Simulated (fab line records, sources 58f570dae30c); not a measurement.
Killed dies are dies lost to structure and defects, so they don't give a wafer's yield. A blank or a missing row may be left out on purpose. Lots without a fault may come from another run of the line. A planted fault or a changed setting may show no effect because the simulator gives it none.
Which tool did it? | flow berkeley_cmos170 | 7 lots, 21 wafers sampled, at 2 steps of a route of 331

WHAT THE GAUGES READ, wafer by wafer
UCB170_ACTIVE_OVL_MEAS_14.
lot  | measured    | on         | ACTIVE_OVL (nm)
L406 | day 4 13:37 | overlay-02 | -6 -1 -7
L408 | day 4 17:43 | overlay-01 | 7 9 4
L410 | day 4 19:03 | overlay-02 | -8 -9 2
L412 | day 5 08:14 | overlay-01 | 9 8 0
L415 | day 6 02:34 | overlay-01 | 11 1 4
L417 | day 6 19:20 | overlay-02 | -10 -6 -5
L422 | day 7 18:51 | overlay-02 | -133 -132 -134

WHICH TOOL RAN EACH LOT (tool, then ch and the chambers of the sampled wafers, then the start)
lot  | UCB170_ACTIVE_EXPOSE_10
L406 | krf_scanner-02 ch 0, day 4 12:54
L408 | krf_scanner-02 ch 0, day 4 17:13
L410 | krf_scanner-01 ch 0, day 4 18:32
L412 | krf_scanner-02 ch 0, day 5 07:34
L415 | krf_scanner-01 ch 0, day 6 02:05
L417 | krf_scanner-02 ch 0, day 6 18:32
L422 | krf_scanner-02 ch 0, day 7 18:04
- UCB170_ACTIVE_EXPOSE_10: exposes mask ACTIVE, target cd 1200 nm.

THE ANSWER, worked out from the rows above alone
Rule: what is usual is taken from the lots themselves. Put in order of their means at a reading, lots are off if they are a third of the lots or fewer, leave a main group of 4 or more, and stand apart from it by a gap of 3 or more times the standard deviation of the main group's means; of several such gaps the widest counts. A main group whose means are all the same, to the digits that the tables above print for the reading, isn't used. A lot without any number at a reading at which 4 lots or more have one is off too. The other lots that the step has rows for count as sound.
Off: L422, at UCB170_ACTIVE_OVL_MEAS_14 (ACTIVE_OVL). The main group: mean 0 nm, standard deviation 5.8.
A tool fits if, at a process step before that reading, it ran every lot that is off, and no sound lot after the first of them. The gauges at UCB170_ACTIVE_OVL_MEAS_14 are tried like those tools. Can't be told from this: 2 tools fit, krf_scanner-02 at UCB170_ACTIVE_EXPOSE_10, overlay-02 at UCB170_ACTIVE_OVL_MEAS_14.

WHAT THE SIMULATOR HAD PUT IN
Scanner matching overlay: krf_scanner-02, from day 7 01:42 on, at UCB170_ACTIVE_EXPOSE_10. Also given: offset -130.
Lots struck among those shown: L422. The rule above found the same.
